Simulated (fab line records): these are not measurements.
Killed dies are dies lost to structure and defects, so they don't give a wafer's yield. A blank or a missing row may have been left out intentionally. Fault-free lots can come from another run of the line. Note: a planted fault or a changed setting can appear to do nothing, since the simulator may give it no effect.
A struck lot beside a sound one || flow berkeley cmos170 || 14 out of 331 route steps
Sound: these wafers, L840.2, L840.3, L840.4. Struck: wafers L839.1, L839.3, L839.5. The cause comes at the end.
Per side, at each step with rows, come the tool, then ch with its chambers, and then its first start. Under that, the readings that differ: sound wafers || struck wafers || difference of the means || sigmas: that difference in standard deviations of wafers without a fault.
alike: a reading whose means differ by less than 2 such deviations, as well as words and numbers matching on both sides. not compared: withheld readings; readings where some wafer has no value; bounds like >300 that might hide an equal value; numbers whose values overlap and for which the record gives no deviation.
A row with sigmas, a row that says differs or no value, or rows on one side alone: a step with any of these is where the two part. Numbers that don't overlap but have no deviation are shown without sigmas and don't part them. Lack of a reading on every wafer of one side parts them only where that side has two or more wafers.

first, 2 steps without rows for these wafers: UCB170_ACTIVE_PEB_11; UCB170_ACTIVE_DEVELOP_12 (develop time 45 s).
UCB170_ACTIVE_CD_MEAS_13: the cd target is 1200 nm.
  sound on cd sem-02, day 6 16:35; struck on cd sem-01, day 6 16:52
  alike: cd nm
UCB170_ACTIVE_OVL_MEAS_14:
  sound on overlay-01, day 6 16:41; struck on overlay-02, day 6 16:59
{"reading": "ACTIVE_OVL (nm)", "sound": "-7 -1 -3", "struck": "15 8 13", "difference": "+16", "sigmas": "+2"}
UCB170_ACTIVE_ETCH_15: etches Si3N4 in CH3F/Ar/O2, stops on SiO2, target depth 242 nm, time 151 s.
  sound on rie diel-02 ch 0,1,3, day 6 16:43; struck on rie diel-01 ch 0,1,3, day 6 17:01
  alike: drypump motor current A, oes product au, throttle valve pct
  not compared: rf hours counter h
UCB170_ACTIVE_STRIP_16: strips in O2.
  sound on plasma asher-04 ch 0,1, day 6 16:49; struck on plasma asher-02 ch 0,1, day 6 17:07
  alike: drypump motor current A, oes product au, strip time to endpoint s
  not compared: rf hours counter h
UCB170_ACTIVE_CD_MEAS_90: the cd target is 1200 nm.
  sound on cd sem-01, day 6 17:01; struck on cd sem-02, day 6 17:13
  alike: cd nm
then, 5 steps without rows for these wafers: UCB170_ACTIVE_CLEAN_17 (cleans in SPM, time 600 s); UCB170_PFIELD_HMDS_00 (prime time 60 s); UCB170_PFIELD_COAT_01 (resist thk 900 nm); UCB170_PFIELD_SOFTBAKE_02 (time 60 s); UCB170_PFIELD_EXPOSE_03 (exposes mask PFIELD, target cd 1500 nm).
UCB170_PFIELD_PEB_04:
  sound on litho track-03 ch 0, day 6 19:16; struck on litho track-04, day 6 19:12
  no value came back on the struck wafers for chill plate temp C (C), exhaust pa (Pa); on the sound wafers chill plate temp C (C) reads 22.95 23.11 23.02
then, 1 step without rows for these wafers: UCB170_PFIELD_DEVELOP_05 (develop time 45 s).

== WHERE THEY PART ==
Earliest at UCB170_ACTIVE_OVL_MEAS_14; latest, in this record, at UCB170_PFIELD_PEB_04.

WHY: what the simulator had put in
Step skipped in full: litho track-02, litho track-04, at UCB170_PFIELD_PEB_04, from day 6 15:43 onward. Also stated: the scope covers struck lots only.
